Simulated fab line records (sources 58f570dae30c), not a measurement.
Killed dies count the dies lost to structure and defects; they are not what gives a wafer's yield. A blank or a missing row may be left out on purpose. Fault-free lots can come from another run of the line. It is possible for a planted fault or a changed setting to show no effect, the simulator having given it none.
Chamber matching || flow berkeley cmos170 || UCB170_CONTACT_ETCH_17 on rie diel-02 has 4 sister chambers
The step etches BARC in N2/H2. 4 wafers are shown with their chamber, then 7 later ones without.

== EACH WAFER AND ITS CHAMBER ==
{"wafer": "L102.2", "chamber": 2, "oes product au (a.u.)": 0.978}
{"wafer": "L102.4", "chamber": 0, "oes product au (a.u.)": 0.996}
{"wafer": "L105.1", "chamber": 3, "oes product au (a.u.)": 1.003}
{"wafer": "L105.2", "chamber": 1, "oes product au (a.u.)": 1.038}

== WAFERS WHOSE CHAMBER IS MISSING ==
{"wafer": "L105.6", "oes product au (a.u.)": 0.996}
{"wafer": "L104.1", "oes product au (a.u.)": 1.001}
{"wafer": "L104.2", "oes product au (a.u.)": 0.993}
{"wafer": "L104.4", "oes product au (a.u.)": 0.976}
{"wafer": "L110.2", "oes product au (a.u.)": 0.978}
{"wafer": "L110.3", "oes product au (a.u.)": 0.992}
{"wafer": "L110.5", "oes product au (a.u.)": 0.985}

== WHICH CHAMBER EACH WENT THROUGH ==
{"wafer": "L105.6", "from the rows above": 0, "in truth": 0}
{"wafer": "L104.1", "from the rows above": "can't be placed: 3 or 0", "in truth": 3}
{"wafer": "L104.2", "from the rows above": 0, "in truth": 0}
{"wafer": "L104.4", "from the rows above": 2, "in truth": 2}
{"wafer": "L110.2", "from the rows above": 2, "in truth": 2}
{"wafer": "L110.3", "from the rows above": 0, "in truth": 0}
{"wafer": "L110.5", "from the rows above": "can't be placed: 2 or 0", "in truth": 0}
Placed correctly: 5 of 7. Cannot be placed on the basis of these rows: 2; the candidates contain the true chamber in 2. Placed wrongly: 0.
How it was worked out, from the rows above alone: a wafer's distance from a chamber is the root of the sum, over the readings, of the square of ((its reading less the chamber's mean) divided by the reading's scatter). If the next closest chamber is less than 2 further off than the closest, the wafer can't be placed; otherwise it belongs to the closest. Each chamber's mean is taken over the wafers shown for it. The scatter (one wafer shown for each chamber): square how far every hidden wafer sits from the nearest shown wafer, average those squares and take the square root.
